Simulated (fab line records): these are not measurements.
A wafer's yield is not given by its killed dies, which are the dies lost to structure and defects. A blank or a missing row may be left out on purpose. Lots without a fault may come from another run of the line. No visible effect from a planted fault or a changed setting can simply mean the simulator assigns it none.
fab line records	flow berkeley-cmos170
[record] lots = 5	wafers = 23
route steps=331 shown M3@310
start-h: start of the lot's first displayed wafer, in hours after the record's first day	wait-h: hours from the lot's prior step to this one	" unchanged from the row above	L1.1+2: a row that stands for several wafers	- value missing, or start not given	* or withheld: withheld	< > ~ a bound
route shown NAME@n: a module of which the file shows steps, and the number in the route of the first	usual: mean/standard deviation of fault-free wafers	same: alike in all rows	chamber/n: place in a boat	sites: readings site by site	_std_site: standard deviation of those values	_edge_site: inner sites' mean taken away from outer sites' mean	radius-mm: how far each site lies from the wafer's centre	mask NAME#n: copy n	behind: the tool/chamber that last shaped the wafer	hold: what put the lot on hold/how long, in hours/how the hold closed	device: the n, p or np transistor that did not switch	end of line: the tests these same wafers got at the end of their route	a step without rows: its recipe alone	killed: dies lost to structure and defects at the first sort, not the wafer's yield	map: a wafer's dies, marking killed ones x, the rest . and places with no die _
set.NAME: setting as actually run; set.NAME@STEP: the setting as run at that earlier step	model.NAME: the simulator's own value behind a step, which no gauge read
lots with deliberately changed settings; one table per step, one row per wafer
[[steps]]
[step UCB170_M3_SPUTTER_01]
[recipe] material = Al	target-thk-nm = 900	time-s = 120	power-w = 6000	chamber-pressure-pa = 0.5
lot.wafer	tool	chamber	start-h	wait-h	set.power-w	model.Al_of_M3_SPUTTER_01.thk-nm
L076.1	pvd-sputter-01	-	166.49	0.0	6000	905.3
L076.2	"	-	"	"	6622	1009
L076.4	"	-	"	"	6000	904.5
L076.5	"	-	"	"	6622	1003
L076.6	"	-	"	"	6622	994.3
L077.2	pvd-sputter-02	-	186.61	0.0	6000	915.4
L077.3	"	-	"	"	5560	832.5
L077.4	"	-	"	"	6000	879.1
L077.5	"	-	"	"	6000	897.3
L077.6	"	-	"	"	5560	834.8
L079.1	pvd-sputter-01	-	197.27	0.0	5614	842.2
L079.3	"	-	"	"	5614	834.1
L079.4	"	-	"	"	6000	914.4
L079.5	"	-	"	"	6000	901.8
L079.6	"	-	"	"	5614	850
L082.1	pvd-sputter-01	-	213.87	0.0	5300	803.6
L082.2	"	-	"	"	6000	893.7
L082.4	"	-	"	"	6000	902.3
L082.5	"	-	"	"	5300	797.1
L082.6	"	-	"	"	6000	909.4
L083.1	pvd-sputter-02	-	215.27	0.0	6000	897.7
L083.2	"	-	"	"	6000	901.8
L083.4	"	-	"	"	6000	882.5
[step UCB170_M3_RS_MEAS_02]
[recipe] thk-meas-gauge = four-point-probe	reads = Al_of_M3_SPUTTER_01
[usual] M3_AL_RS = 0.0322/0.00041
lot.wafer	tool	chamber	start-h	wait-h	set.power-w@M3_SPUTTER_01	M3_AL_RS[ohm/sq]
L076.1	film-metro-02	-	166.58	0.0	6000	0.0320
L076.2	"	-	"	"	6622	0.0287
L076.4	"	-	"	"	6000	0.0320
L076.5	"	-	"	"	6622	0.0288
L076.6	"	-	"	"	6622	0.0290
L077.2	film-metro-02	-	186.71	0.1	6000	0.0316
L077.3	"	-	"	"	5560	0.0347
L077.4	"	-	"	"	6000	0.0329
L077.5	"	-	"	"	6000	0.0322
L077.6	"	-	"	"	5560	0.0347
L079.1	film-metro-02	-	197.36	0.0	5614	0.0344
L079.3	"	-	"	"	5614	0.0347
L079.4	"	-	"	"	6000	0.0316
L079.5	"	-	"	"	6000	0.0321
L079.6	"	-	"	"	5614	0.0340
L082.1	film-metro-04	-	213.96	0.0	5300	0.0359
L082.2	"	-	"	"	6000	0.0323
L082.4	"	-	"	"	6000	0.0320
L082.5	"	-	"	"	5300	0.0363
L082.6	"	-	"	"	6000	0.0317
L083.1	film-metro-03	-	215.35	0.0	6000	0.0322
L083.2	"	-	"	"	6000	0.0322
L083.4	"	-	"	"	6000	0.0329
[step UCB170_M3_THK_MEAS_03]
[recipe] thk-meas-gauge = xrf	reads = Al_of_M3_SPUTTER_01
[usual] M3_AL_THK = 893/13
lot.wafer	tool	chamber	start-h	wait-h	set.power-w@M3_SPUTTER_01	M3_AL_THK[nm]
L076.1	film-metro-02	-	166.70	0.1	6000	900
L076.2	"	-	"	"	6622	1003
L076.4	"	-	"	"	6000	902
L076.5	"	-	"	"	6622	995
L076.6	"	-	"	"	6622	986
L077.2	film-metro-02	-	186.82	0.1	6000	907
L077.3	"	-	"	"	5560	830
L077.4	"	-	"	"	6000	876
L077.5	"	-	"	"	6000	895
L077.6	"	-	"	"	5560	832
L079.1	film-metro-02	-	197.48	0.1	5614	843
L079.3	"	-	"	"	5614	836
L079.4	"	-	"	"	6000	914
L079.5	"	-	"	"	6000	898
L079.6	"	-	"	"	5614	851
L082.1	film-metro-04	-	214.08	0.1	5300	794
L082.2	"	-	"	"	6000	879
L082.4	"	-	"	"	6000	897
L082.5	"	-	"	"	5300	791
L082.6	"	-	"	"	6000	905
L083.1	film-metro-03	-	215.47	0.1	6000	891
L083.2	"	-	"	"	6000	891
L083.4	"	-	"	"	6000	871
[step UCB170_M3_PEB_13]
[recipe] peb-temp-c = 130	peb-time-s = withheld	resist = KrF
lot.wafer	tool	chamber	start-h	wait-h	set.peb-temp-c
L076.1+5	litho-track-02	0	168.14	0.1	130
L076.2+4+6	"	0	"	"	127.8
L077.2+5+6	litho-track-04	0	189.29	0.6	126.4
L077.3+4	"	0	"	"	130
L079.1+4+6	litho-track-01	0	200.27	0.6	130
L079.3+5	"	0	"	"	128.7
L082.1+2	litho-track-04	0	217.28	0.6	130
L082.4+5+6	"	0	"	"	132.9
L083.1+2+4	litho-track-02	0	218.33	0.5	130
[step UCB170_M3_DEVELOP_14]
[recipe] developer = TMAH	develop-time-s = 45	resist = KrF	dev-temp-c = 21
[step UCB170_M3_ETCH_17]
[recipe] chemistry = N2/H2	target-depth-a = withheld	overetch-a = withheld	target = BARC	time-s = withheld	source-w = 500	bias-w = 100	pressure-mtorr = 30	n2-flow-sccm = 100	h2-flow-sccm = 200
[step UCB170_M3_METAL_ETCH_18]
[recipe] chemistry = Cl2/BCl3	target = Al	stop-on = SiO2	pressure-mtorr = 12	target-depth-a = 11700	over-etch-frac = 0.3113	time-s = 195	icp-w = 600	bias-w = 120	Cl2_flow_sccm = 90	bcl3-flow-sccm = 45
[usual] oes-product-au = 0.858/0.012
lot.wafer	tool	chamber	start-h	wait-h	set.power-w@M3_SPUTTER_01	oes-product-au
L076.1	rie-metal-04	1	168.61	-	6000	0.862
L076.2	"	0	"	"	6622	0.914
L076.4	"	0	"	"	6000	0.866
L076.5	"	1	"	"	6622	0.920
L076.6	"	0	"	"	6622	0.908
L077.2	rie-metal-04	1	189.74	-	6000	0.878
L077.3	"	1	"	"	5560	0.830
L077.4	"	0	"	"	6000	0.854
L077.5	"	0	"	"	6000	0.857
L077.6	"	1	"	"	5560	0.835
L079.1	rie-metal-04	1	200.75	-	5614	0.836
L079.3	"	1	"	"	5614	0.833
L079.4	"	0	"	"	6000	0.866
L079.5	"	1	"	"	6000	0.862
L079.6	"	0	"	"	5614	0.828
L082.1	rie-metal-04	1	217.75	-	5300	0.798
L082.2	"	0	"	"	6000	0.869
L082.4	"	0	"	"	6000	0.861
L082.5	"	0	"	"	5300	0.809
L082.6	"	1	"	"	6000	0.865
L083.1	rie-metal-01	0	218.81	-	6000	0.849
L083.2	"	1	"	"	6000	0.853
L083.4	"	0	"	"	6000	0.833
[step UCB170_M3_STRIP_19]
[recipe] chemistry = O2	power-w = 400	pressure-mtorr = 3500	platen-temp-c = withheld	o2-flow-sccm = 400	overash-fraction = 0.5
lot.wafer	tool	chamber	start-h	wait-h	set.peb-temp-c@M3_PEB_13	model.KrF_of_M3_COAT_10.thk-nm
L076.1	plasma-asher-02	1	168.80	0.1	130	905.2
L076.2+6	"	0	"	"	127.8	-
L076.4	"	1	"	"	127.8	903
L076.5	"	1	"	"	130	-
L077.2	plasma-asher-02	1	189.93	0.1	126.4	902.7
L077.3	"	1	"	"	130	-
L077.4	"	0	"	"	130	903.7
L077.5	"	1	"	"	126.4	901.1
L077.6	"	0	"	"	126.4	-
L079.1+6	plasma-asher-02	0,1	200.94	0.1	130	-
L079.3	"	1	"	"	128.7	-
L079.4	"	0	"	"	130	900.3
L079.5	"	0	"	"	128.7	899.5
L082.1	plasma-asher-03	1	217.94	0.1	130	-
L082.2	"	0	"	"	130	899.7
L082.4	"	1	"	"	132.9	901
L082.5	"	0	"	"	132.9	-
L082.6	"	1	"	"	132.9	901.8
L083.1+2+4	plasma-asher-03	0,1,0	218.99	0.1	130	0
[[key]]
[split] step = UCB170_M3_SPUTTER_01	setting = power-w	stated = 6000	by = wafer
[response] step = UCB170_M3_SPUTTER_01	reading = model.Al_of_M3_SPUTTER_01.thk-nm	change = +9.1	per = 1%	r = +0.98
[response] step = UCB170_M3_RS_MEAS_02	reading = M3_AL_RS	change = -0.000337	per = 1%	r = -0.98
[response] step = UCB170_M3_THK_MEAS_03	reading = M3_AL_THK	change = +8.89	per = 1%	r = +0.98
[response] step = UCB170_M3_METAL_ETCH_18	reading = oes-product-au	change = +0.00493	per = 1%	r = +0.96
[split] step = UCB170_M3_PEB_13	setting = peb-temp-c	stated = 130	by = wafer
[response] step = UCB170_M3_STRIP_19	reading = model.KrF_of_M3_COAT_10.thk-nm	change = +0.782	per = 1%	r = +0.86
